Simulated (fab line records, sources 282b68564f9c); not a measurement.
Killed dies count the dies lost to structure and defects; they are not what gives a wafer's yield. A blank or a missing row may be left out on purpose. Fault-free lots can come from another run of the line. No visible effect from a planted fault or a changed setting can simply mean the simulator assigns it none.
fab line records || flow rit_cmos || part 2 of 2: steps 27 to 37 of 37
record: {"lots": 5, "wafers": 15, "last_day": 7}
route steps=202 shown ACTIVE@2 FOX1@20 FOX2@23 NWELL@28
lots that met no fault: from a run of the same line without faults
start_h: hours from the record's opening day to when the first of the lot's shown wafers began || wait_h: hours from the lot's prior step to this one || " the same as in the row above || L1.1+2: a single row standing in for several wafers || - no value present, or no start provided || * or withheld: withheld || < > ~ a bound
route shown NAME@n: NAME is a module with steps in the file, n the number in the route of the first one || usual: mean/standard deviation taken from wafers without a fault || same: alike in all rows || chamber/n: place in a boat || sites: each site's reading || _std_site: standard deviation of those values || _edge_site: inner sites' mean taken away from outer sites' mean || radius_mm: for every site, how far away it sits from the centre of the wafer || mask NAME#n: copy n || behind: the last tool/chamber to shape the wafer || hold: why the lot was held/for how many hours/how that ended || device: whichever transistor did not switch (one of n, p or np) || end of line: tests of these same wafers at the route's end || a step without rows: its recipe alone || killed: the dies lost at the first sort to structure and to defects; this is not the yield of the wafer || map: a wafer's dies, marking killed ones x, the rest . and places with no die _
set.NAME: the setting the step ran with; set.NAME@STEP: the setting that earlier step ran with || model.NAME: the simulator's own value behind a step, which no gauge read
lots at selected steps of the route; one table per step, one row per wafer
services: the hour from which a tool's chamber was out of use, counted from the record's first day as start_h (under 0 if before that day), plus the number of hours and why
== steps ==
step: RIT_NWELL_HMDS_00
recipe: {"prime_time_s": 60, "prime_temp_c": 140}
usual: {"chill_plate_temp_C": "22.98/0.12"}
{"lot.wafer": "L080.3", "tool": "litho_track-02", "chamber": 0, "start_h": 52.43, "wait_h": 0.1, "chill_plate_temp_C": 22.96}
{"lot.wafer": "L080.4", "tool": "litho_track-02", "chamber": 0, "start_h": 52.43, "wait_h": 0.1, "chill_plate_temp_C": 23.00}
{"lot.wafer": "L080.5", "tool": "litho_track-02", "chamber": 0, "start_h": 52.43, "wait_h": 0.1, "chill_plate_temp_C": 22.98}
{"lot.wafer": "L081.1", "tool": "litho_track-02", "chamber": 0, "start_h": 56.30, "wait_h": 0.1, "chill_plate_temp_C": 22.88}
{"lot.wafer": "L081.2", "tool": "litho_track-02", "chamber": 0, "start_h": 56.30, "wait_h": 0.1, "chill_plate_temp_C": 23.01}
{"lot.wafer": "L081.5", "tool": "litho_track-02", "chamber": 0, "start_h": 56.30, "wait_h": 0.1, "chill_plate_temp_C": 23.09}
{"lot.wafer": "L082.1", "tool": "litho_track-04", "chamber": 0, "start_h": 60.05, "wait_h": 0.1, "chill_plate_temp_C": 23.09}
{"lot.wafer": "L082.4", "tool": "litho_track-04", "chamber": 0, "start_h": 60.05, "wait_h": 0.1, "chill_plate_temp_C": 23.01}
{"lot.wafer": "L082.5", "tool": "litho_track-04", "chamber": 0, "start_h": 60.05, "wait_h": 0.1, "chill_plate_temp_C": 23.17}
{"lot.wafer": "L089.2", "tool": "litho_track-04", "chamber": 0, "start_h": 95.89, "wait_h": 0.1, "chill_plate_temp_C": 22.98}
{"lot.wafer": "L089.3", "tool": "litho_track-04", "chamber": 0, "start_h": 95.89, "wait_h": 0.1, "chill_plate_temp_C": 23.09}
{"lot.wafer": "L089.4", "tool": "litho_track-04", "chamber": 0, "start_h": 95.89, "wait_h": 0.1, "chill_plate_temp_C": 23.03}
{"lot.wafer": "L093.2", "tool": "litho_track-02", "chamber": 0, "start_h": 116.52, "wait_h": 0.3, "chill_plate_temp_C": 23.05}
{"lot.wafer": "L093.3", "tool": "litho_track-02", "chamber": 0, "start_h": 116.52, "wait_h": 0.3, "chill_plate_temp_C": 23.22}
{"lot.wafer": "L093.5", "tool": "litho_track-02", "chamber": 0, "start_h": 116.52, "wait_h": 0.3, "chill_plate_temp_C": 22.93}
step: RIT_NWELL_COAT_01
recipe: {"resist": "NOVOLAK", "spin_rpm": 2000, "resist_thk_nm": 1300}
usual: {"chill_plate_temp_C": "22.98/0.13"}
{"lot.wafer": "L080.3", "tool": "litho_track-02", "chamber": 0, "start_h": 52.58, "wait_h": 0.1, "chill_plate_temp_C": 22.85}
{"lot.wafer": "L080.4", "tool": "litho_track-02", "chamber": 0, "start_h": 52.58, "wait_h": 0.1, "chill_plate_temp_C": 23.00}
{"lot.wafer": "L080.5", "tool": "litho_track-02", "chamber": 0, "start_h": 52.58, "wait_h": 0.1, "chill_plate_temp_C": 22.88}
{"lot.wafer": "L081.1", "tool": "litho_track-02", "chamber": 0, "start_h": 56.45, "wait_h": 0.1, "chill_plate_temp_C": 23.01}
{"lot.wafer": "L081.2", "tool": "litho_track-02", "chamber": 0, "start_h": 56.45, "wait_h": 0.1, "chill_plate_temp_C": 23.03}
{"lot.wafer": "L081.5", "tool": "litho_track-02", "chamber": 0, "start_h": 56.45, "wait_h": 0.1, "chill_plate_temp_C": 23.13}
{"lot.wafer": "L082.1", "tool": "litho_track-04", "chamber": 0, "start_h": 60.20, "wait_h": 0.1, "chill_plate_temp_C": 22.80}
{"lot.wafer": "L082.4", "tool": "litho_track-04", "chamber": 0, "start_h": 60.20, "wait_h": 0.1, "chill_plate_temp_C": 22.77}
{"lot.wafer": "L082.5", "tool": "litho_track-04", "chamber": 0, "start_h": 60.20, "wait_h": 0.1, "chill_plate_temp_C": 22.76}
{"lot.wafer": "L089.2", "tool": "litho_track-04", "chamber": 0, "start_h": 96.04, "wait_h": 0.1, "chill_plate_temp_C": 22.93}
{"lot.wafer": "L089.3", "tool": "litho_track-04", "chamber": 0, "start_h": 96.04, "wait_h": 0.1, "chill_plate_temp_C": 22.97}
{"lot.wafer": "L089.4", "tool": "litho_track-04", "chamber": 0, "start_h": 96.04, "wait_h": 0.1, "chill_plate_temp_C": 23.05}
{"lot.wafer": "L093.2", "tool": "litho_track-02", "chamber": 0, "start_h": 116.67, "wait_h": 0.1, "chill_plate_temp_C": 23.20}
{"lot.wafer": "L093.3", "tool": "litho_track-02", "chamber": 0, "start_h": 116.67, "wait_h": 0.1, "chill_plate_temp_C": 23.10}
{"lot.wafer": "L093.5", "tool": "litho_track-02", "chamber": 0, "start_h": 116.67, "wait_h": 0.1, "chill_plate_temp_C": 23.19}
step: RIT_NWELL_SOFTBAKE_02
recipe: {"resist": "NOVOLAK", "temp_c": 90, "time_s": 60}
usual: {"chill_plate_temp_C": "22.99/0.11"}
{"lot.wafer": "L080.3", "tool": "litho_track-02", "chamber": 0, "start_h": 52.73, "wait_h": 0.1, "chill_plate_temp_C": 22.87}
{"lot.wafer": "L080.4", "tool": "litho_track-02", "chamber": 0, "start_h": 52.73, "wait_h": 0.1, "chill_plate_temp_C": 22.97}
{"lot.wafer": "L080.5", "tool": "litho_track-02", "chamber": 0, "start_h": 52.73, "wait_h": 0.1, "chill_plate_temp_C": 22.86}
{"lot.wafer": "L081.1", "tool": "litho_track-02", "chamber": 0, "start_h": 56.60, "wait_h": 0.1, "chill_plate_temp_C": 23.00}
{"lot.wafer": "L081.2", "tool": "litho_track-02", "chamber": 0, "start_h": 56.60, "wait_h": 0.1, "chill_plate_temp_C": 22.86}
{"lot.wafer": "L081.5", "tool": "litho_track-02", "chamber": 0, "start_h": 56.60, "wait_h": 0.1, "chill_plate_temp_C": 22.90}
{"lot.wafer": "L082.1", "tool": "litho_track-04", "chamber": 0, "start_h": 60.35, "wait_h": 0.1, "chill_plate_temp_C": 23.15}
{"lot.wafer": "L082.4", "tool": "litho_track-04", "chamber": 0, "start_h": 60.35, "wait_h": 0.1, "chill_plate_temp_C": 23.18}
{"lot.wafer": "L082.5", "tool": "litho_track-04", "chamber": 0, "start_h": 60.35, "wait_h": 0.1, "chill_plate_temp_C": 23.09}
{"lot.wafer": "L089.2", "tool": "litho_track-04", "chamber": 0, "start_h": 96.19, "wait_h": 0.1, "chill_plate_temp_C": 22.88}
{"lot.wafer": "L089.3", "tool": "litho_track-04", "chamber": 0, "start_h": 96.19, "wait_h": 0.1, "chill_plate_temp_C": 23.02}
{"lot.wafer": "L089.4", "tool": "litho_track-04", "chamber": 0, "start_h": 96.19, "wait_h": 0.1, "chill_plate_temp_C": 22.93}
{"lot.wafer": "L093.2", "tool": "litho_track-02", "chamber": 0, "start_h": 116.82, "wait_h": 0.1, "chill_plate_temp_C": 22.99}
{"lot.wafer": "L093.3", "tool": "litho_track-02", "chamber": 0, "start_h": 116.82, "wait_h": 0.1, "chill_plate_temp_C": 23.07}
{"lot.wafer": "L093.5", "tool": "litho_track-02", "chamber": 0, "start_h": 116.82, "wait_h": 0.1, "chill_plate_temp_C": 23.00}
step: RIT_NWELL_EXPOSE_03
recipe: {"mask_id": "M2", "na": 0.57, "target_cd_nm": 43900, "dose_mj": 250}
{"lot.wafer": "L080.3+4+5", "tool": "iline_stepper-02", "chamber": 0, "start_h": 53.00, "wait_h": 0.2, "mask": "M2#0"}
{"lot.wafer": "L081.1+2+5", "tool": "iline_stepper-01", "chamber": 0, "start_h": 56.87, "wait_h": 0.2, "mask": "M2#0"}
{"lot.wafer": "L082.1+4+5", "tool": "iline_stepper-01", "chamber": 0, "start_h": 60.50, "wait_h": 0.1, "mask": "M2#0"}
{"lot.wafer": "L089.2+3+4", "tool": "iline_stepper-02", "chamber": 0, "start_h": 96.46, "wait_h": 0.2, "mask": "M2#0"}
{"lot.wafer": "L093.2+3+5", "tool": "iline_stepper-01", "chamber": 0, "start_h": 117.09, "wait_h": 0.2, "mask": "M2#0"}
step: RIT_NWELL_PEB_04
recipe: {"resist": "NOVOLAK", "temp_c": "withheld", "time_s": "withheld"}
usual: {"chill_plate_temp_C": "*"}
{"lot.wafer": "L080.3", "tool": "litho_track-04", "chamber": 0, "start_h": 53.12, "wait_h": 0.1, "chill_plate_temp_C": "*"}
{"lot.wafer": "L080.4", "tool": "litho_track-04", "chamber": 0, "start_h": 53.12, "wait_h": 0.1, "chill_plate_temp_C": "*"}
{"lot.wafer": "L080.5", "tool": "litho_track-04", "chamber": 0, "start_h": 53.12, "wait_h": 0.1, "chill_plate_temp_C": "*"}
{"lot.wafer": "L081.1", "tool": "litho_track-03", "chamber": 0, "start_h": 56.99, "wait_h": 0.1, "chill_plate_temp_C": "*"}
{"lot.wafer": "L081.2", "tool": "litho_track-03", "chamber": 0, "start_h": 56.99, "wait_h": 0.1, "chill_plate_temp_C": "*"}
{"lot.wafer": "L081.5", "tool": "litho_track-03", "chamber": 0, "start_h": 56.99, "wait_h": 0.1, "chill_plate_temp_C": "*"}
{"lot.wafer": "L082.1", "tool": "litho_track-04", "chamber": 0, "start_h": 60.62, "wait_h": 0.1, "chill_plate_temp_C": "*"}
{"lot.wafer": "L082.4", "tool": "litho_track-04", "chamber": 0, "start_h": 60.62, "wait_h": 0.1, "chill_plate_temp_C": "*"}
{"lot.wafer": "L082.5", "tool": "litho_track-04", "chamber": 0, "start_h": 60.62, "wait_h": 0.1, "chill_plate_temp_C": "*"}
{"lot.wafer": "L089.2", "tool": "litho_track-04", "chamber": 0, "start_h": 96.63, "wait_h": 0.1, "chill_plate_temp_C": "*"}
{"lot.wafer": "L089.3", "tool": "litho_track-04", "chamber": 0, "start_h": 96.63, "wait_h": 0.1, "chill_plate_temp_C": "*"}
{"lot.wafer": "L089.4", "tool": "litho_track-04", "chamber": 0, "start_h": 96.63, "wait_h": 0.1, "chill_plate_temp_C": "*"}
{"lot.wafer": "L093.2", "tool": "litho_track-03", "chamber": 0, "start_h": 117.21, "wait_h": 0.1, "chill_plate_temp_C": "*"}
{"lot.wafer": "L093.3", "tool": "litho_track-03", "chamber": 0, "start_h": 117.21, "wait_h": 0.1, "chill_plate_temp_C": "*"}
{"lot.wafer": "L093.5", "tool": "litho_track-03", "chamber": 0, "start_h": 117.21, "wait_h": 0.1, "chill_plate_temp_C": "*"}
step: RIT_NWELL_DEVELOP_05
recipe: {"resist": "NOVOLAK", "develop_time_s": 68, "dev_temp_c": 23.68}
usual: {"chill_plate_temp_C": "23.00/0.1", "developer_temp_C": "23.70/0.12"}
{"lot.wafer": "L080.3", "tool": "litho_track-04", "chamber": 0, "start_h": "-", "wait_h": "-", "chill_plate_temp_C": 22.95, "developer_temp_C": 23.71}
{"lot.wafer": "L080.4", "tool": "litho_track-04", "chamber": 0, "start_h": "-", "wait_h": "-", "chill_plate_temp_C": 22.88, "developer_temp_C": 23.72}
{"lot.wafer": "L080.5", "tool": "litho_track-04", "chamber": 0, "start_h": "-", "wait_h": "-", "chill_plate_temp_C": 23.04, "developer_temp_C": 23.57}
{"lot.wafer": "L081.1", "tool": "litho_track-03", "chamber": 0, "start_h": "-", "wait_h": "-", "chill_plate_temp_C": 22.92, "developer_temp_C": 23.81}
{"lot.wafer": "L081.2", "tool": "litho_track-03", "chamber": 0, "start_h": "-", "wait_h": "-", "chill_plate_temp_C": 23.19, "developer_temp_C": 23.67}
{"lot.wafer": "L081.5", "tool": "litho_track-03", "chamber": 0, "start_h": "-", "wait_h": "-", "chill_plate_temp_C": 23.13, "developer_temp_C": 23.57}
{"lot.wafer": "L082.1", "tool": "litho_track-04", "chamber": 0, "start_h": "-", "wait_h": "-", "chill_plate_temp_C": 22.87, "developer_temp_C": 23.61}
{"lot.wafer": "L082.4", "tool": "litho_track-04", "chamber": 0, "start_h": "-", "wait_h": "-", "chill_plate_temp_C": 23.01, "developer_temp_C": 23.61}
{"lot.wafer": "L082.5", "tool": "litho_track-04", "chamber": 0, "start_h": "-", "wait_h": "-", "chill_plate_temp_C": 23.16, "developer_temp_C": 23.86}
{"lot.wafer": "L089.2", "tool": "litho_track-04", "chamber": 0, "start_h": "-", "wait_h": "-", "chill_plate_temp_C": 23.05, "developer_temp_C": 23.84}
{"lot.wafer": "L089.3", "tool": "litho_track-04", "chamber": 0, "start_h": "-", "wait_h": "-", "chill_plate_temp_C": 22.84, "developer_temp_C": 23.84}
{"lot.wafer": "L089.4", "tool": "litho_track-04", "chamber": 0, "start_h": "-", "wait_h": "-", "chill_plate_temp_C": 23.07, "developer_temp_C": 23.73}
{"lot.wafer": "L093.2", "tool": "litho_track-03", "chamber": 0, "start_h": "-", "wait_h": "-", "chill_plate_temp_C": 22.88, "developer_temp_C": 23.59}
{"lot.wafer": "L093.3", "tool": "litho_track-03", "chamber": 0, "start_h": "-", "wait_h": "-", "chill_plate_temp_C": 23.04, "developer_temp_C": 23.62}
{"lot.wafer": "L093.5", "tool": "litho_track-03", "chamber": 0, "start_h": "-", "wait_h": "-", "chill_plate_temp_C": 22.97, "developer_temp_C": 23.60}
step: RIT_NWELL_OVL_MEAS_06
usual: {"NWELL_OVL": "-0.8/1.2"}
{"lot.wafer": "L080.3", "tool": "overlay-01", "chamber": "-", "start_h": 53.40, "wait_h": "-", "NWELL_OVL[nm]": -0.8}
{"lot.wafer": "L080.4", "tool": "overlay-01", "chamber": "-", "start_h": 53.40, "wait_h": "-", "NWELL_OVL[nm]": -1.5}
{"lot.wafer": "L080.5", "tool": "overlay-01", "chamber": "-", "start_h": 53.40, "wait_h": "-", "NWELL_OVL[nm]": 0.2}
{"lot.wafer": "L081.1", "tool": "overlay-01", "chamber": "-", "start_h": 57.30, "wait_h": "-", "NWELL_OVL[nm]": -0.7}
{"lot.wafer": "L081.2", "tool": "overlay-01", "chamber": "-", "start_h": 57.30, "wait_h": "-", "NWELL_OVL[nm]": -1.0}
{"lot.wafer": "L081.5", "tool": "overlay-01", "chamber": "-", "start_h": 57.30, "wait_h": "-", "NWELL_OVL[nm]": -1.1}
{"lot.wafer": "L082.1", "tool": "overlay-01", "chamber": "-", "start_h": 60.93, "wait_h": "-", "NWELL_OVL[nm]": -2.0}
{"lot.wafer": "L082.4", "tool": "overlay-01", "chamber": "-", "start_h": 60.93, "wait_h": "-", "NWELL_OVL[nm]": -0.5}
{"lot.wafer": "L082.5", "tool": "overlay-01", "chamber": "-", "start_h": 60.93, "wait_h": "-", "NWELL_OVL[nm]": -0.5}
{"lot.wafer": "L089.2", "tool": "overlay-01", "chamber": "-", "start_h": 96.92, "wait_h": "-", "NWELL_OVL[nm]": -1.8}
{"lot.wafer": "L089.3", "tool": "overlay-01", "chamber": "-", "start_h": 96.92, "wait_h": "-", "NWELL_OVL[nm]": -1.5}
{"lot.wafer": "L089.4", "tool": "overlay-01", "chamber": "-", "start_h": 96.92, "wait_h": "-", "NWELL_OVL[nm]": -2.4}
{"lot.wafer": "L093.2", "tool": "overlay-01", "chamber": "-", "start_h": 117.50, "wait_h": "-", "NWELL_OVL[nm]": -0.6}
{"lot.wafer": "L093.3", "tool": "overlay-01", "chamber": "-", "start_h": 117.50, "wait_h": "-", "NWELL_OVL[nm]": -2.4}
{"lot.wafer": "L093.5", "tool": "overlay-01", "chamber": "-", "start_h": 117.50, "wait_h": "-", "NWELL_OVL[nm]": -0.3}
step: RIT_NWELL_HARDBAKE_07
recipe: {"resist": "NOVOLAK", "temp_c": 140, "time_s": 120}
usual: {"chill_plate_temp_C": "22.99/0.096"}
{"lot.wafer": "L080.3", "tool": "litho_track-04", "chamber": 0, "start_h": 53.51, "wait_h": 0.1, "chill_plate_temp_C": 22.88}
{"lot.wafer": "L080.4", "tool": "litho_track-04", "chamber": 0, "start_h": 53.51, "wait_h": 0.1, "chill_plate_temp_C": 23.04}
{"lot.wafer": "L080.5", "tool": "litho_track-04", "chamber": 0, "start_h": 53.51, "wait_h": 0.1, "chill_plate_temp_C": 22.94}
{"lot.wafer": "L081.1", "tool": "litho_track-03", "chamber": 0, "start_h": 57.34, "wait_h": 0.0, "chill_plate_temp_C": 22.92}
{"lot.wafer": "L081.2", "tool": "litho_track-03", "chamber": 0, "start_h": 57.34, "wait_h": 0.0, "chill_plate_temp_C": 23.02}
{"lot.wafer": "L081.5", "tool": "litho_track-03", "chamber": 0, "start_h": 57.34, "wait_h": 0.0, "chill_plate_temp_C": 23.01}
{"lot.wafer": "L082.1", "tool": "litho_track-03", "chamber": 0, "start_h": 60.97, "wait_h": 0.0, "chill_plate_temp_C": 23.15}
{"lot.wafer": "L082.4", "tool": "litho_track-03", "chamber": 0, "start_h": 60.97, "wait_h": 0.0, "chill_plate_temp_C": 23.05}
{"lot.wafer": "L082.5", "tool": "litho_track-03", "chamber": 0, "start_h": 60.97, "wait_h": 0.0, "chill_plate_temp_C": 23.21}
{"lot.wafer": "L089.2", "tool": "litho_track-04", "chamber": 0, "start_h": 96.99, "wait_h": 0.1, "chill_plate_temp_C": 23.05}
{"lot.wafer": "L089.3", "tool": "litho_track-04", "chamber": 0, "start_h": 96.99, "wait_h": 0.1, "chill_plate_temp_C": 23.04}
{"lot.wafer": "L089.4", "tool": "litho_track-04", "chamber": 0, "start_h": 96.99, "wait_h": 0.1, "chill_plate_temp_C": 23.16}
{"lot.wafer": "L093.2", "tool": "litho_track-02", "chamber": 0, "start_h": 117.58, "wait_h": 0.1, "chill_plate_temp_C": 22.91}
{"lot.wafer": "L093.3", "tool": "litho_track-02", "chamber": 0, "start_h": 117.58, "wait_h": 0.1, "chill_plate_temp_C": 22.91}
{"lot.wafer": "L093.5", "tool": "litho_track-02", "chamber": 0, "start_h": 117.58, "wait_h": 0.1, "chill_plate_temp_C": 22.96}
step: RIT_NWELL_IMPLANT_08
recipe: {"species": "P", "energy_kev": 170, "dose_cm2": 5e+13, "tilt_deg": 7}
same: {"implant_ion_amu": 31}
{"lot.wafer": "L080.3+4+5", "tool": "implanter-03", "chamber": 0, "start_h": 53.72, "wait_h": 0.2}
{"lot.wafer": "L081.1+2+5", "tool": "implanter-03", "chamber": 0, "start_h": 57.59, "wait_h": 0.2}
{"lot.wafer": "L082.1+4+5", "tool": "implanter-04", "chamber": 0, "start_h": 61.22, "wait_h": 0.2}
{"lot.wafer": "L089.2+3+4", "tool": "implanter-04", "chamber": 0, "start_h": 97.23, "wait_h": 0.2}
{"lot.wafer": "L093.2+3+5", "tool": "implanter-02", "chamber": 0, "start_h": 117.81, "wait_h": 0.2}
step: RIT_NWELL_STRIP_09
recipe: {"chemistry": "O2", "time_s": 180, "resist": "NOVOLAK", "platen_temp_c": "withheld", "power_w": 500, "pressure_mtorr": 4000, "o2_flow_sccm": 4000}
usual: {"drypump_motor_current_A": "5.3/0.41"}
{"lot.wafer": "L080.3", "tool": "plasma_asher-01", "chamber": 1, "start_h": 53.88, "wait_h": 0.1, "drypump_motor_current_A": 4.8, "rf_hours_counter_h": "-"}
{"lot.wafer": "L080.4", "tool": "plasma_asher-01", "chamber": 0, "start_h": 53.88, "wait_h": 0.1, "drypump_motor_current_A": 5.4, "rf_hours_counter_h": "-"}
{"lot.wafer": "L080.5", "tool": "plasma_asher-01", "chamber": 1, "start_h": 53.88, "wait_h": 0.1, "drypump_motor_current_A": 4.8, "rf_hours_counter_h": "-"}
{"lot.wafer": "L081.1", "tool": "plasma_asher-01", "chamber": 1, "start_h": 57.74, "wait_h": 0.1, "drypump_motor_current_A": 4.8, "rf_hours_counter_h": 43}
{"lot.wafer": "L081.2", "tool": "plasma_asher-01", "chamber": 0, "start_h": 57.74, "wait_h": 0.1, "drypump_motor_current_A": 5.4, "rf_hours_counter_h": 43}
{"lot.wafer": "L081.5", "tool": "plasma_asher-01", "chamber": 1, "start_h": 57.74, "wait_h": 0.1, "drypump_motor_current_A": 4.8, "rf_hours_counter_h": "-"}
{"lot.wafer": "L082.1", "tool": "plasma_asher-01", "chamber": 1, "start_h": 61.37, "wait_h": 0.1, "drypump_motor_current_A": 4.8, "rf_hours_counter_h": 43}
{"lot.wafer": "L082.4", "tool": "plasma_asher-01", "chamber": 0, "start_h": 61.37, "wait_h": 0.1, "drypump_motor_current_A": 5.4, "rf_hours_counter_h": "-"}
{"lot.wafer": "L082.5", "tool": "plasma_asher-01", "chamber": 0, "start_h": 61.37, "wait_h": 0.1, "drypump_motor_current_A": 5.4, "rf_hours_counter_h": "-"}
{"lot.wafer": "L089.2", "tool": "plasma_asher-03", "chamber": 1, "start_h": 97.35, "wait_h": 0.1, "drypump_motor_current_A": 5.9, "rf_hours_counter_h": 48}
{"lot.wafer": "L089.3", "tool": "plasma_asher-03", "chamber": 1, "start_h": 97.35, "wait_h": 0.1, "drypump_motor_current_A": 6.0, "rf_hours_counter_h": "-"}
{"lot.wafer": "L089.4", "tool": "plasma_asher-03", "chamber": 0, "start_h": 97.35, "wait_h": 0.1, "drypump_motor_current_A": 5.0, "rf_hours_counter_h": "-"}
{"lot.wafer": "L093.2", "tool": "plasma_asher-03", "chamber": 1, "start_h": 117.93, "wait_h": 0.1, "drypump_motor_current_A": 5.9, "rf_hours_counter_h": 50}
{"lot.wafer": "L093.3", "tool": "plasma_asher-03", "chamber": 0, "start_h": 117.93, "wait_h": 0.1, "drypump_motor_current_A": 5.0, "rf_hours_counter_h": "-"}
{"lot.wafer": "L093.5", "tool": "plasma_asher-03", "chamber": 0, "start_h": 117.93, "wait_h": 0.1, "drypump_motor_current_A": 4.9, "rf_hours_counter_h": "-"}
step: RIT_NWELL_TW_MEAS_10
usual: {"NWELL_TW": "2136/28"}
{"lot.wafer": "L080.3", "tool": "film_metro-02", "chamber": "-", "start_h": 54.02, "wait_h": 0.1, "NWELL_TW": 2123}
{"lot.wafer": "L080.4", "tool": "film_metro-02", "chamber": "-", "start_h": 54.02, "wait_h": 0.1, "NWELL_TW": 2123}
{"lot.wafer": "L080.5", "tool": "film_metro-02", "chamber": "-", "start_h": 54.02, "wait_h": 0.1, "NWELL_TW": 2129}
{"lot.wafer": "L081.1", "tool": "film_metro-01", "chamber": "-", "start_h": 57.91, "wait_h": 0.1, "NWELL_TW": 2111}
{"lot.wafer": "L081.2", "tool": "film_metro-01", "chamber": "-", "start_h": 57.91, "wait_h": 0.1, "NWELL_TW": 2096}
{"lot.wafer": "L081.5", "tool": "film_metro-01", "chamber": "-", "start_h": 57.91, "wait_h": 0.1, "NWELL_TW": 2109}
{"lot.wafer": "L082.1", "tool": "film_metro-04", "chamber": "-", "start_h": 61.54, "wait_h": 0.1, "NWELL_TW": 2167}
{"lot.wafer": "L082.4", "tool": "film_metro-04", "chamber": "-", "start_h": 61.54, "wait_h": 0.1, "NWELL_TW": 2151}
{"lot.wafer": "L082.5", "tool": "film_metro-04", "chamber": "-", "start_h": 61.54, "wait_h": 0.1, "NWELL_TW": 2157}
{"lot.wafer": "L089.2", "tool": "film_metro-04", "chamber": "-", "start_h": 97.54, "wait_h": 0.1, "NWELL_TW": 2150}
{"lot.wafer": "L089.3", "tool": "film_metro-04", "chamber": "-", "start_h": 97.54, "wait_h": 0.1, "NWELL_TW": 2168}
{"lot.wafer": "L089.4", "tool": "film_metro-04", "chamber": "-", "start_h": 97.54, "wait_h": 0.1, "NWELL_TW": 2157}
{"lot.wafer": "L093.2", "tool": "film_metro-01", "chamber": "-", "start_h": 118.12, "wait_h": 0.1, "NWELL_TW": 2106}
{"lot.wafer": "L093.3", "tool": "film_metro-01", "chamber": "-", "start_h": 118.12, "wait_h": 0.1, "NWELL_TW": 2107}
{"lot.wafer": "L093.5", "tool": "film_metro-01", "chamber": "-", "start_h": 118.12, "wait_h": 0.1, "NWELL_TW": 2096}
== services ==
{"tool": "rie_diel-04", "chamber": "-", "start_h": 19.45, "hours": 2.5, "kind": "repair"}
{"tool": "furnace-03", "chamber": "-", "start_h": 27.62, "hours": 2.6, "kind": "pm"}
{"tool": "plasma_asher-04", "chamber": "-", "start_h": 33.20, "hours": 1.2, "kind": "repair"}
{"tool": "plasma_asher-02", "chamber": "-", "start_h": 43.47, "hours": 2.2, "kind": "repair"}
{"tool": "rie_diel-04", "chamber": "-", "start_h": 46.44, "hours": 2.8, "kind": "pm"}
{"tool": "furnace-04", "chamber": "-", "start_h": 63.59, "hours": 3.1, "kind": "pm"}
{"tool": "wet_bench-03", "chamber": "-", "start_h": 67.34, "hours": 3.2, "kind": "repair"}
{"tool": "plasma_asher-03", "chamber": "-", "start_h": 68.20, "hours": 8.0, "kind": "repair"}
{"tool": "plasma_asher-04", "chamber": "-", "start_h": 69.16, "hours": 10.0, "kind": "pm"}
{"tool": "iline_stepper-01", "chamber": "-", "start_h": 75.87, "hours": 4.3, "kind": "pm"}
{"tool": "plasma_asher-01", "chamber": "-", "start_h": 90.33, "hours": 1.3, "kind": "repair"}
{"tool": "implanter-02", "chamber": "-", "start_h": 91.68, "hours": 6.2, "kind": "repair"}
{"tool": "plasma_asher-04", "chamber": "-", "start_h": 95.39, "hours": 2.0, "kind": "repair"}
{"tool": "plasma_asher-02", "chamber": "-", "start_h": 108.75, "hours": 9.0, "kind": "pm"}
{"tool": "plasma_asher-02", "chamber": 0, "start_h": 108.75, "hours": 9.0, "kind": "vent_cycle"}
{"tool": "plasma_asher-02", "chamber": 1, "start_h": 108.75, "hours": 9.0, "kind": "vent_cycle"}
{"tool": "plasma_asher-02", "chamber": 0, "start_h": 117.75, "hours": "-", "kind": "clean"}
{"tool": "plasma_asher-02", "chamber": 1, "start_h": 117.75, "hours": "-", "kind": "clean"}
